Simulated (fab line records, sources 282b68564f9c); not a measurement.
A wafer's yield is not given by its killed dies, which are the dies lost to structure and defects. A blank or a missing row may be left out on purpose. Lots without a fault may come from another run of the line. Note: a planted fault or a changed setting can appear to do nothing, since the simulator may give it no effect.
What tool caused it? :: flow rit-cmos :: 15 lots with 45 wafers sampled at 6 steps, on a route of 202 steps

WHAT THE GAUGES SHOWED, per wafer
RIT_ACTIVE_THK_MEAS_02. Usual: ACTIVE_OXIDE_THK 46.7 nm, standard deviation 1.2.
lot: L671
measured: day 1 12:03
on: film-metro-02
ACTIVE_OXIDE_THK (nm): 47.0 46.6 48.0
flag: 

lot: L674
measured: day 2 03:04
on: film-metro-01
ACTIVE_OXIDE_THK (nm): 44.9 45.4 45.0
flag: 

lot: L676
measured: day 2 13:03
on: film-metro-01
ACTIVE_OXIDE_THK (nm): 47.3 47.0 46.7
flag: 

lot: L677
measured: day 2 18:03
on: film-metro-02
ACTIVE_OXIDE_THK (nm): 45.7 45.9 45.6
flag: 

lot: L678
measured: day 2 23:03
on: film-metro-02
ACTIVE_OXIDE_THK (nm): 48.8 47.8 48.4
flag: 

lot: L679
measured: day 3 04:03
on: film-metro-01
ACTIVE_OXIDE_THK (nm): 46.3 46.3 46.4
flag: 

lot: L681
measured: day 3 14:03
on: film-metro-02
ACTIVE_OXIDE_THK (nm): 43.6 44.3 44.0
flag: 

lot: L682
measured: day 3 19:14
on: film-metro-02
ACTIVE_OXIDE_THK (nm): 47.5 47.4 47.2
flag: 

lot: L683
measured: day 4 00:28
on: film-metro-02
ACTIVE_OXIDE_THK (nm): 46.7 46.7 46.5
flag: 

lot: L684
measured: day 4 06:22
on: film-metro-04
ACTIVE_OXIDE_THK (nm): 48.2 48.1 47.6
flag: 

lot: L685
measured: day 4 10:04
on: film-metro-04
ACTIVE_OXIDE_THK (nm): 46.4 46.4 46.5
flag: 

lot: L686
measured: day 4 16:06
on: film-metro-02
ACTIVE_OXIDE_THK (nm): 47.2 47.3 48.0
flag: 

lot: L688
measured: day 5 01:25
on: film-metro-01
ACTIVE_OXIDE_THK (nm): 46.8 48.4 47.3
flag: 

lot: L693
measured: day 6 02:51
on: film-metro-01
ACTIVE_OXIDE_THK (nm): 47.1 47.8 46.9
flag: 

lot: L694
measured: day 6 07:58
on: film-metro-02
ACTIVE_OXIDE_THK (nm): 47.4 47.2 48.0
flag: 

RIT_NWELL_TW_MEAS_10. Usual: NWELL_TW 2156, standard deviation 25.
lot: L671
measured: day 1 21:50
on: film-metro-04
NWELL_TW: 2166 2175 2176
flag: 

lot: L674
measured: day 2 12:13
on: film-metro-03
NWELL_TW: 2141 2155 2144
flag: 

lot: L676
measured: day 2 23:25
on: film-metro-02
NWELL_TW: 2128 2119 2122
flag: 

lot: L677
measured: day 3 04:10
on: film-metro-03
NWELL_TW: 2152 2165 2152
flag: 

lot: L678
measured: day 3 09:25
on: film-metro-03
NWELL_TW: 2168 2160 2150
flag: 

lot: L679
measured: day 3 12:55
on: film-metro-03
NWELL_TW: 2149 2146 2146
flag: 

lot: L681
measured: day 4 00:50
on: film-metro-04
NWELL_TW: 2189 2179 2187
flag: 

lot: L682
measured: day 4 06:49
on: film-metro-03
NWELL_TW: 2167 2166 2169
flag: 

lot: L683
measured: day 4 10:16
on: film-metro-02
NWELL_TW: 2133 2138 2136
flag: 

lot: L684
measured: day 4 15:20
on: film-metro-02
NWELL_TW: 2006 2004 2012
flag: OFF

lot: L685
measured: day 4 20:13
on: film-metro-03
NWELL_TW: 2029 2039 2040
flag: OFF

lot: L686
measured: day 5 00:58
on: film-metro-04
NWELL_TW: 2051 2067 2059
flag: OFF

lot: L688
measured: day 5 11:55
on: film-metro-04
NWELL_TW: 2191 2197 2200
flag: 

lot: L693
measured: day 6 14:05
on: film-metro-04
NWELL_TW: 2197 2192 2188
flag: 

lot: L694
measured: day 6 19:13
on: film-metro-03
NWELL_TW: 2141 2133 2129
flag: 

RIT_WELLDRIVE_RS_MEAS_01: the measuring method here is four-point-probe. Usual: NWELL_RS 275.7 ohm/sq, standard deviation 0.8.
lot: L671
measured: day 2 05:13
on: film-metro-03
NWELL_RS (ohm/sq): 275.9 275.4 275.0
flag: 

lot: L674
measured: day 2 19:28
on: film-metro-02
NWELL_RS (ohm/sq): 276.0 275.8 275.5
flag: 

lot: L676
measured: day 3 06:06
on: film-metro-03
NWELL_RS (ohm/sq): 275.3 275.6 275.2
flag: 

lot: L677
measured: day 3 11:57
on: film-metro-03
NWELL_RS (ohm/sq): 276.5 275.8 274.9
flag: 

lot: L678
measured: day 3 16:14
on: film-metro-03
NWELL_RS (ohm/sq): 274.3 273.5 274.1
flag: 

lot: L679
measured: day 3 19:49
on: film-metro-03
NWELL_RS (ohm/sq): 275.1 275.1 275.8
flag: 

lot: L681
measured: day 4 07:59
on: film-metro-03
NWELL_RS (ohm/sq): 275.5 275.7 275.9
flag: 

lot: L682
measured: day 4 13:38
on: film-metro-03
NWELL_RS (ohm/sq): 274.6 275.4 275.8
flag: 

lot: L683
measured: day 4 18:00
on: film-metro-04
NWELL_RS (ohm/sq): 277.8 277.9 277.9
flag: 

lot: L684
measured: day 4 22:10
on: film-metro-04
NWELL_RS (ohm/sq): 311.1 310.4 310.0
flag: OFF

lot: L685
measured: day 5 03:16
on: film-metro-03
NWELL_RS (ohm/sq): 309.0 309.0 309.2
flag: OFF

lot: L686
measured: day 5 07:51
on: film-metro-04
NWELL_RS (ohm/sq): 309.7 309.5 310.8
flag: OFF

lot: L688
measured: day 5 19:03
on: film-metro-02
NWELL_RS (ohm/sq): 274.7 274.4 274.0
flag: 

lot: L693
measured: day 6 21:52
on: film-metro-04
NWELL_RS (ohm/sq): 275.3 276.2 275.7
flag: 

lot: L694
measured: day 7 03:02
on: film-metro-02
NWELL_RS (ohm/sq): 276.0 275.7 275.7
flag: 

RIT_PRETRO_OVL_MEAS_06. Usual: PRETRO_OVL -0.3 nm, standard deviation 1.6.
lot: L671
measured: day 2 08:08
on: overlay-02
PRETRO_OVL (nm): 1.9 2.5 2.8
flag: 

lot: L674
measured: day 2 22:08
on: overlay-02
PRETRO_OVL (nm): -1.2 0.7 -2.3
flag: 

lot: L676
measured: day 3 08:47
on: overlay-02
PRETRO_OVL (nm): 0.2 0.2 -2.6
flag: 

lot: L677
measured: day 3 14:37
on: overlay-02
PRETRO_OVL (nm): 0.6 -0.1 0.0
flag: 

lot: L678
measured: day 3 19:01
on: overlay-02
PRETRO_OVL (nm): 0.7 0.5 -1.1
flag: 

lot: L679
measured: day 3 22:44
on: overlay-02
PRETRO_OVL (nm): -1.4 -1.1 -0.3
flag: 

lot: L681
measured: day 4 10:55
on: overlay-02
PRETRO_OVL (nm): -2.1 -0.7 -1.9
flag: 

lot: L682
measured: day 4 16:33
on: overlay-01
PRETRO_OVL (nm): 1.9 1.6 2.2
flag: 

lot: L683
measured: day 4 20:58
on: overlay-02
PRETRO_OVL (nm): -1.4 1.3 0.4
flag: 

lot: L684
measured: day 5 00:50
on: overlay-02
PRETRO_OVL (nm): 0.7 2.8 1.6
flag: 

lot: L685
measured: day 5 06:03
on: overlay-01
PRETRO_OVL (nm): 2.0 0.2 -0.4
flag: 

lot: L686
measured: day 5 10:47
on: overlay-01
PRETRO_OVL (nm): 0.6 -1.7 -1.3
flag: 

lot: L688
measured: day 5 21:50
on: overlay-02
PRETRO_OVL (nm): -1.6 -1.8 0.3
flag: 

lot: L693
measured: day 7 00:40
on: overlay-02
PRETRO_OVL (nm): -1.6 -3.2 -2.1
flag: 

lot: L694
measured: day 7 05:50
on: overlay-01
PRETRO_OVL (nm): 0.7 -0.5 -0.4
flag: 

RIT_GATE_CD_MEAS_16: the cd target is 150 nm. Usual: cd-nm reads 149.2 nm (standard deviation 2.8).
lot: L671
measured: day 2 13:49
on: cd-sem-01
cd-nm (nm): 152.2 151.5 149.3
flag: 

lot: L674
measured: day 3 03:16
on: cd-sem-01
cd-nm (nm): 145.0 148.7 145.0
flag: 

lot: L676
measured: day 3 15:22
on: cd-sem-02
cd-nm (nm): 148.6 150.6 148.2
flag: 

lot: L677
measured: day 3 23:22
on: cd-sem-02
cd-nm (nm): 150.6 148.5 150.3
flag: 

lot: L678
measured: day 4 01:15
on: cd-sem-02
cd-nm (nm): 149.5 145.8 144.9
flag: 

lot: L679
measured: day 4 07:08
on: cd-sem-02
cd-nm (nm): 150.1 150.2 148.8
flag: 

lot: L681
measured: day 4 18:58
on: cd-sem-02
cd-nm (nm): 150.5 151.7 151.9
flag: 

lot: L682
measured: day 4 21:45
on: cd-sem-01
cd-nm (nm): 150.1 150.3 150.2
flag: 

lot: L683
measured: day 5 04:20
on: cd-sem-01
cd-nm (nm): 151.6 152.0 153.4
flag: 

lot: L684
measured: day 5 08:08
on: cd-sem-01
cd-nm (nm): 147.3 147.6 146.5
flag: 

lot: L685
measured: day 5 13:13
on: cd-sem-02
cd-nm (nm): 147.3 148.0 145.8
flag: 

lot: L686
measured: day 5 19:35
on: cd-sem-02
cd-nm (nm): 148.6 146.6 147.3
flag: 

lot: L688
measured: day 6 03:38
on: cd-sem-01
cd-nm (nm): 147.8 145.1 149.9
flag: 

lot: L693
measured: day 7 07:04
on: cd-sem-01
cd-nm (nm): 147.5 147.5 143.6
flag: 

lot: L694
measured: day 7 13:58
on: cd-sem-01
cd-nm (nm): 152.2 149.6 150.1
flag: 

EACH LOT AND THE TOOL THAT RAN IT (in order: tool; ch and the chambers of the sampled wafers; start)
lot: L671
RIT_NWELL_IMPLANT_08: implanter-01 ch 0, day 1 21:30

lot: L674
RIT_NWELL_IMPLANT_08: implanter-03 ch 0, day 2 11:55

lot: L676
RIT_NWELL_IMPLANT_08: implanter-01 ch 0, day 2 23:05

lot: L677
RIT_NWELL_IMPLANT_08: implanter-02 ch 0, day 3 03:50

lot: L678
RIT_NWELL_IMPLANT_08: implanter-01 ch 0, day 3 09:03

lot: L679
RIT_NWELL_IMPLANT_08: implanter-03 ch 0, day 3 12:35

lot: L681
RIT_NWELL_IMPLANT_08: implanter-03 ch 0, day 4 00:31

lot: L682
RIT_NWELL_IMPLANT_08: implanter-01 ch 0, day 4 06:29

lot: L683
RIT_NWELL_IMPLANT_08: implanter-03 ch 0, day 4 09:56

lot: L684
RIT_NWELL_IMPLANT_08: implanter-03 ch 0, day 4 15:01

lot: L685
RIT_NWELL_IMPLANT_08: implanter-03 ch 0, day 4 19:54

lot: L686
RIT_NWELL_IMPLANT_08: implanter-03 ch 0, day 5 00:41

lot: L688
RIT_NWELL_IMPLANT_08: implanter-02 ch 0, day 5 11:36

lot: L693
RIT_NWELL_IMPLANT_08: implanter-01 ch 0, day 6 13:46

lot: L694
RIT_NWELL_IMPLANT_08: implanter-02 ch 0, day 6 18:53
- RIT_NWELL_IMPLANT_08

WHAT THE TOOLS THEMSELVES READ (means of the sampled wafers that have a number; where no wafer has one, the mark that the record gives instead)
RIT_NWELL_IMPLANT_08. Usual: beam-energy-keV 166.82, standard deviation 0.048; dose-ions-cm2 5.001e+13, standard deviation 5.5e+10; faraday-current-uA 159, standard deviation 3.2; tilt-deg 6.998 degrees, standard deviation 0.019.
lot: L671
tool: implanter-01
beam-energy-keV: 166.81
dose-ions-cm2: 4.999e+13
faraday-current-uA: 158
tilt-deg (degrees): 6.996
flag: 

lot: L674
tool: implanter-03
beam-energy-keV: 166.83
dose-ions-cm2: 4.998e+13
faraday-current-uA: 158
tilt-deg (degrees): 7.015
flag: 

lot: L676
tool: implanter-01
beam-energy-keV: 166.84
dose-ions-cm2: 4.999e+13
faraday-current-uA: 162
tilt-deg (degrees): 7.016
flag: 

lot: L677
tool: implanter-02
beam-energy-keV: 166.84
dose-ions-cm2: 4.999e+13
faraday-current-uA: 158
tilt-deg (degrees): 7.045
flag: 

lot: L678
tool: implanter-01
beam-energy-keV: 166.81
dose-ions-cm2: 5.000e+13
faraday-current-uA: 159
tilt-deg (degrees): 6.987
flag: 

lot: L679
tool: implanter-03
beam-energy-keV: 166.89
dose-ions-cm2: 5.008e+13
faraday-current-uA: 156
tilt-deg (degrees): 7.001
flag: 

lot: L681
tool: implanter-03
beam-energy-keV: 166.81
dose-ions-cm2: 4.997e+13
faraday-current-uA: 157
tilt-deg (degrees): 6.996
flag: 

lot: L682
tool: implanter-01
beam-energy-keV: 166.82
dose-ions-cm2: 4.998e+13
faraday-current-uA: 158
tilt-deg (degrees): 7.005
flag: 

lot: L683
tool: implanter-03
beam-energy-keV: 166.81
dose-ions-cm2: 4.999e+13
faraday-current-uA: 157
tilt-deg (degrees): 7.018
flag: 

lot: L684
tool: implanter-03
beam-energy-keV: 166.82
dose-ions-cm2: 4.147e+13
faraday-current-uA: 129
tilt-deg (degrees): 7.007
flag: OFF

lot: L685
tool: implanter-03
beam-energy-keV: 166.80
dose-ions-cm2: 4.145e+13
faraday-current-uA: 132
tilt-deg (degrees): 6.982
flag: OFF

lot: L686
tool: implanter-03
beam-energy-keV: 166.73
dose-ions-cm2: 4.145e+13
faraday-current-uA: 132
tilt-deg (degrees): 6.992
flag: OFF

lot: L688
tool: implanter-02
beam-energy-keV: 166.78
dose-ions-cm2: 4.999e+13
faraday-current-uA: 158
tilt-deg (degrees): 6.989
flag: 

lot: L693
tool: implanter-01
beam-energy-keV: 166.76
dose-ions-cm2: 5.003e+13
faraday-current-uA: 156
tilt-deg (degrees): 6.992
flag: 

lot: L694
tool: implanter-02
beam-energy-keV: 166.82
dose-ions-cm2: 4.995e+13
faraday-current-uA: 158
tilt-deg (degrees): 6.985
flag: 

THE ANSWER, worked out from the rows above alone
Rule: a lot is off if the mean of its wafers that have a number lies more than 3 standard deviations from the usual mean. Also off: a lot with no number at a reading for which 4 or more lots have one. The other lots that the step has rows for count as sound. After the gauges, taken in route order, come the tools' own readings; for these a lot's mean is taken, as printed above. At the first step where some lot is off, the reading lying furthest off is the one used; lots without a number count as furthest.
Off: L684, L685, L686, at RIT_NWELL_TW_MEAS_10 (NWELL_TW).
A tool fits if, at a process step before that reading, it ran every lot that is off, and no sound lot after the first of them. Not tried: the gauges at RIT_NWELL_TW_MEAS_10; whatever is off there is also off at RIT_NWELL_IMPLANT_08, on other tools, and gauge error can't account for it. One fits: implanter-03 at RIT_NWELL_IMPLANT_08. Its last sound lot is L683 (day 4 09:56), its first lot that is off L684 (day 4 15:01): a fault that began between those two fits.
The tool's own readings at RIT_NWELL_IMPLANT_08 bear it out: on the lots that are off they differ by more than 5 times the standard deviation of the sound lots' means. dose-ions-cm2 reads 4.146e+13 there against 5.000e+13 on the sound lots; faraday-current-uA reads 131 there against 158 on the sound lots.

WHAT WAS PUT IN BY THE SIMULATOR
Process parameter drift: implanter-03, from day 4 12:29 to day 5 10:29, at RIT_NWELL_IMPLANT_08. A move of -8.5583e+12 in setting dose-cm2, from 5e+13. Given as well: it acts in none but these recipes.
Struck lots among those shown: L684, L685, L686. The rule above found the same.
